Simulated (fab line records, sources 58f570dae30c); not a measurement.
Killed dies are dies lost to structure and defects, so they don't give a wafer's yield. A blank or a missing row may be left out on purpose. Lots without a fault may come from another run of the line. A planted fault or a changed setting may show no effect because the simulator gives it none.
fab line records | flow berkeley_cmos170
record lots=14 wafers=42 last_day=14
route steps=331 shown CONTACT@224 V2@295 M3@314
lots that met no fault: from a run of the same line without faults
start_h: hours from the record's first day to the start of the lot's first wafer shown | wait_h: hours since the lot's step before | " the same as in the row above | L1.1+2: a row that stands for several wafers | - no value, or no start given | * or withheld: withheld | < > ~ a bound
route shown NAME@n: a module of which the file shows steps, and the number in the route of the first | usual: mean/standard deviation of fault-free wafers | same: alike in all rows | chamber/n: place in a boat | sites: the reading at each site | _std_site: their standard deviation | _edge_site: outer sites' mean less inner sites' | radius_mm: how far each site lies from the wafer's centre | mask NAME#n: copy n | behind: the tool/chamber that last shaped the wafer | hold: why the lot was held/for how many hours/how that ended | device: the transistor (n, p or np) that didn't switch | end of line: the same wafers' tests at the end of the route | a step without rows: its recipe alone | killed: dies lost to structure and defects at the first sort, not the wafer's yield | map: a wafer's dies, x killed, . not, _ none there
set.NAME: the setting as run; set.NAME@STEP: as run at that earlier step | model.NAME: the simulator's own value behind a step, which no gauge read
steps of the route over a sample of lots; a table a step, a row a wafer
services: from which hour (start_h, from the record's first day; less than 0 if before it) a tool's chamber was out of use, for how many hours, and why
## steps
# step UCB170_CONTACT_RTA_08
# recipe temp_c=900 time_s=10 ambient=N2
# usual lamp_power_pct=24.51/0.11 wafer_temp_C_max=905.7/2.9
# same time_s=10
# columns lot.wafer tool chamber start_h wait_h lamp_power_pct wafer_temp_C_max
L410.1 rtp_anneal-01 0 170.94 0.0 24.62 908.9
L410.4 " 0 " " 24.59 909.9
L410.6 " 0 " " 24.61 910.2
L413.3 rtp_anneal-02 0 191.01 0.0 24.39 902.5
L413.4 " 0 " " 24.37 902.7
L413.6 " 0 " " 24.40 903.5
L412.1 rtp_anneal-01 0 191.54 0.0 24.57 910.0
L412.4 " 0 " " 24.60 906.2
L412.5 " 0 " " 24.66 909.4
L414.1 rtp_anneal-02 0 195.69 0.0 24.42 902.2
L414.2 " 0 " " 24.40 902.6
L414.6 " 0 " " 24.38 901.9
L417.3 rtp_anneal-01 0 202.88 0.0 24.62 907.6
L417.4 " 0 " " 24.59 907.8
L417.6 " 0 " " 24.62 907.6
L418.1 rtp_anneal-02 0 236.98 0.0 24.38 903.0
L418.4 " 0 " " 24.38 903.2
L418.6 " 0 " " 24.41 904.0
L420.3 rtp_anneal-02 0 238.23 0.0 24.39 902.9
L420.5 " 0 " " 24.39 902.5
L420.6 " 0 " " 24.38 902.9
L421.1 rtp_anneal-02 0 238.66 0.0 24.37 903.2
L421.4 " 0 " " 24.40 903.4
L421.6 " 0 " " 24.41 903.1
L424.1 rtp_anneal-02 0 268.21 0.0 24.39 902.0
L424.3 " 0 " " 24.44 901.5
L424.6 " 0 " " 24.37 902.9
L427.1 rtp_anneal-01 0 277.03 0.0 24.62 907.8
L427.4 " 0 " " 24.56 909.2
L427.5 " 0 " " 24.59 907.1
L431.2 rtp_anneal-01 0 302.90 0.0 24.59 907.1
L431.5 " 0 " " 24.62 910.3
L431.6 " 0 " " 24.61 909.9
L433.1 rtp_anneal-01 0 310.30 0.0 24.63 908.5
L433.2 " 0 " " 24.63 907.8
L433.6 " 0 " " 24.62 910.1
L428.2 rtp_anneal-02 0 310.42 0.0 24.37 902.8
L428.4 " 0 " " 24.39 902.8
L428.6 " 0 " " 24.42 902.6
L430.2 rtp_anneal-01 0 310.76 0.0 24.61 906.9
L430.4 " 0 " " 24.58 906.8
L430.5 " 0 " " 24.64 910.2
# step UCB170_V2_BOW_MEAS_03
# recipe mode=bow
# usual V2_BOW=36/6.9
# columns lot.wafer tool chamber start_h wait_h V2_BOW[um]
L410.1 film_metro-04 - 184.17 0.1 27
L410.4 " - " " 27
L410.6 " - " " 35
L413.3 film_metro-04 - 204.22 0.1 37
L413.4 " - " " 36
L413.6 " - " " 37
L412.1 film_metro-03 - 204.63 0.2 31
L412.4 " - " " 36
L412.5 " - " " 40
L414.1 film_metro-04 - 206.94 0.1 21
L414.2 " - " " 33
L414.6 " - " " 33
L417.3 film_metro-01 - 213.27 0.3 41
L417.4 " - " " 46
L417.6 " - " " 38
L418.1 film_metro-03 - 247.66 0.1 42
L418.4 " - " " 29
L418.6 " - " " 29
L420.3 film_metro-01 - 249.35 0.3 37
L420.5 " - " " 36
L420.6 " - " " 22
L421.1 film_metro-01 - 250.72 0.2 23
L421.4 " - " " 26
L421.6 " - " " 35
L424.1 film_metro-03 - 281.16 0.2 34
L424.3 " - " " 40
L424.6 " - " " 39
L427.1 film_metro-04 - 288.04 0.1 35
L427.4 " - " " 37
L427.5 " - " " 46
L431.2 film_metro-03 - 314.26 0.1 43
L431.5 " - " " 33
L431.6 " - " " 31
L433.1 film_metro-01 - 323.94 0.2 36
L433.2 " - " " 38
L433.6 " - " " 29
L428.2 film_metro-04 - 324.88 0.2 43
L428.4 " - " " 38
L428.6 " - " " 37
L430.2 film_metro-03 - 324.96 0.3 41
L430.4 " - " " 35
L430.5 " - " " 42
# step UCB170_V2_CD_MEAS_12
# recipe target_cd_nm=700
# usual cd_nm=699.8/1.2
# columns lot.wafer tool chamber start_h wait_h cd_nm
L410.1 cd_sem-01 - 185.68 - 696.7
L410.4 " - " " 697.9
L410.6 " - " " 697.5
L413.3 cd_sem-02 - 205.76 - 700.3
L413.4 " - " " 699.7
L413.6 " - " " 701.0
L412.1 cd_sem-01 - 205.97 - 700.1
L412.4 " - " " 700.5
L412.5 " - " " 700.1
L414.1 cd_sem-02 - 208.62 - 698.2
L414.2 " - " " 698.3
L414.6 " - " " 699.7
L417.3 cd_sem-01 - 214.71 - 698.7
L417.4 " - " " 698.9
L417.6 " - " " 699.0
L418.1 cd_sem-01 - 249.15 - 699.8
L418.4 " - " " 700.0
L418.6 " - " " 700.4
L420.3 cd_sem-01 - 250.75 - 700.1
L420.5 " - " " 700.0
L420.6 " - " " 700.7
L421.1 cd_sem-01 - 252.47 - 699.6
L421.4 " - " " 700.1
L421.6 " - " " 699.5
L424.1 cd_sem-01 - 282.68 - 701.3
L424.3 " - " " 701.4
L424.6 " - " " 700.4
L427.1 cd_sem-02 - 290.35 - 698.1
L427.4 " - " " 696.3
L427.5 " - " " 698.0
L431.2 cd_sem-02 - 315.86 - 700.4
L431.5 " - " " 700.7
L431.6 " - " " 701.2
L433.1 cd_sem-02 - 325.33 - 699.4
L433.2 " - " " 699.2
L433.6 " - " " 698.3
L428.2 cd_sem-02 - 326.64 - 700.2
L428.4 " - " " 698.6
L428.6 " - " " 697.9
L430.2 cd_sem-01 - 327.41 - 701.6
L430.4 " - " " 700.9
L430.5 " - " " 700.6
# step UCB170_M3_COAT_05
# recipe resist=KrF spin_rpm=1500 resist_thk_nm=900
# usual exhaust_pa=45.1/0.94
# columns lot.wafer tool chamber start_h wait_h exhaust_pa
L410.1 litho_track-02 0 186.80 0.1 45.3
L410.4 " 0 " " 46.3
L410.6 " 0 " " 46.7
L413.3 litho_track-02 0 206.81 0.1 46.2
L413.4 " 0 " " 46.5
L413.6 " 0 " " 46.6
L412.1 litho_track-04 0 207.00 0.1 44.5
L412.4 " 0 " " 45.1
L412.5 " 0 " " 44.1
L414.1 litho_track-02 0 209.65 0.1 43.8
L414.2 " 0 " " 45.2
L414.6 " 0 " " 43.7
L417.3 litho_track-04 0 216.42 0.1 46.4
L417.4 " 0 " " 45.6
L417.6 " 0 " " 47.2
L418.1 litho_track-01 0 250.27 0.1 44.6
L418.4 " 0 " " 44.4
L418.6 " 0 " " 45.8
L420.3 litho_track-02 0 252.18 0.1 44.4
L420.5 " 0 " " 43.7
L420.6 " 0 " " 44.5
L421.1 litho_track-02 0 253.86 0.1 44.5
L421.4 " 0 " " 45.7
L421.6 " 0 " " 44.6
L424.1 litho_track-02 0 283.72 0.1 45.3
L424.3 " 0 " " 45.3
L424.6 " 0 " " 45.9
L427.1 litho_track-02 0 292.57 0.1 43.4
L427.4 " 0 " " 44.4
L427.5 " 0 " " 43.4
L431.2 litho_track-04 0 317.42 0.1 44.7
L431.5 " 0 " " 45.2
L431.6 " 0 " " 46.0
L433.1 litho_track-04 0 326.87 0.1 45.1
L433.2 " 0 " " 44.5
L433.6 " 0 " " 45.4
L428.2 litho_track-01 0 328.74 0.1 45.7
L428.4 " 0 " " 44.2
L428.6 " 0 " " 46.6
L430.2 litho_track-01 0 329.47 0.1 45.9
L430.4 " 0 " " 47.4
L430.5 " 0 " " 46.1
# step UCB170_M3_STRIP_07
# recipe chemistry=O2 power_w=400 pressure_mtorr=3500 platen_temp_c=withheld o2_flow_sccm=400 overash_fraction=0.5
# usual drypump_motor_current_A=5.6/0.35 oes_product_au=0.735/0.0042 strip_time_to_endpoint_s=21.96/0.066
# columns lot.wafer tool chamber start_h wait_h drypump_motor_current_A oes_product_au rf_hours_counter_h strip_time_to_endpoint_s
L410.1 plasma_asher-02 0 187.10 0.1 6.0 0.739 38 21.95
L410.4 " 1 " " 5.3 0.733 - 21.91
L410.6 " 1 " " 5.3 0.731 - 21.93
L413.3 plasma_asher-03 1 207.09 0.1 5.5 0.738 - 21.91
L413.4 " 0 " " 6.0 0.731 - 21.97
L413.6 " 1 " " 5.5 0.733 - 21.88
L412.1 plasma_asher-02 1 207.30 0.1 5.3 0.730 40 21.93
L412.4 " 0 " " 6.0 0.742 - 21.88
L412.5 " 1 " " 5.3 0.728 - 21.89
L414.1 plasma_asher-03 1 209.95 0.1 5.5 0.732 50 21.85
L414.2 " 0 " " 6.0 0.727 50 21.90
L414.6 " 0 " " 6.1 0.739 - 21.95
L417.3 plasma_asher-04 1 216.70 0.1 5.1 0.727 - 21.95
L417.4 " 0 " " 5.6 0.741 - 22.00
L417.6 " 0 " " 5.7 0.740 - 21.93
L418.1 plasma_asher-02 1 250.57 0.1 5.3 0.735 43 21.90
L418.4 " 0 " " 6.0 0.728 - 22.01
L418.6 " 0 " " 6.0 0.744 - 22.01
L420.3 plasma_asher-03 0 252.47 0.1 6.1 0.729 - 22.05
L420.5 " 0 " " 6.1 0.735 - 22.13
L420.6 " 1 " " 5.5 0.737 - 22.08
L421.1 plasma_asher-02 1 254.16 0.1 5.3 0.738 44 21.90
L421.4 " 1 " " 5.3 0.735 - 21.88
L421.6 " 1 " " 5.3 0.736 - 21.82
L424.1 plasma_asher-02 0 284.02 0.1 6.0 0.735 47 22.80
L424.3 " 1 " " 5.3 0.740 - 22.77
L424.6 " 1 " " 5.3 0.737 - 22.71
L427.1 plasma_asher-03 0 292.87 0.1 6.0 0.721 58 22.73
L427.4 " 0 " " 6.0 0.736 - 22.80
L427.5 " 0 " " 6.0 0.735 - 22.80
L431.2 plasma_asher-03 0 317.70 0.1 6.0 0.730 62 21.98
L431.5 " 0 " " 6.1 0.734 - 21.91
L431.6 " 1 " " 5.5 0.741 - 21.93
L433.1 plasma_asher-02 0 327.17 0.1 6.0 0.737 53 21.94
L433.2 " 1 " " 5.3 0.737 53 21.88
L433.6 " 1 " " 5.3 0.733 - 21.89
L428.2 plasma_asher-03 0 329.02 0.1 6.0 0.732 64 22.02
L428.4 " 1 " " 5.5 0.730 - 21.97
L428.6 " 0 " " 6.0 0.739 - 22.03
L430.2 plasma_asher-03 1 329.74 0.1 5.5 0.732 64 21.91
L430.4 " 0 " " 6.1 0.733 - 21.95
L430.5 " 1 " " 5.5 0.738 - 21.96
## services
# columns tool chamber start_h hours kind
plasma_asher-04 - 223.59 4.0 repair
plasma_asher-02 - 244.02 3.9 repair
rtp_anneal-02 - 273.51 4.0 pm
plasma_asher-04 - 296.41 9.4 repair
plasma_asher-04 - 307.30 20.6 repair
## key
first_sign step=UCB170_M3_STRIP_07 reading=strip_time_to_endpoint_s direction=up sigmas=12 usual=* struck=*
effect none on later readings
met_at UCB170_M3_COAT_05
struck_lots L424,L427
sort_left_out L424.1,L424.3,L424.6
not_acting_at UCB170_CONTACT_RTA_08,UCB170_V2_BOW_MEAS_03,UCB170_V2_CD_MEAS_12
onset_between 253.86 283.72
fault kind=process_parameter_drift tool=litho_track-02 chamber=- onset_h=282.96 steps=UCB170_M3_COAT_05 channel=resist_thk_nm offset=* shape=step end_h=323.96 acts_in=* stated=*
# sort_left_out: the simulated sort isn't trusted on such a fault, so these wafers' sort isn't shown, and their yield isn't known
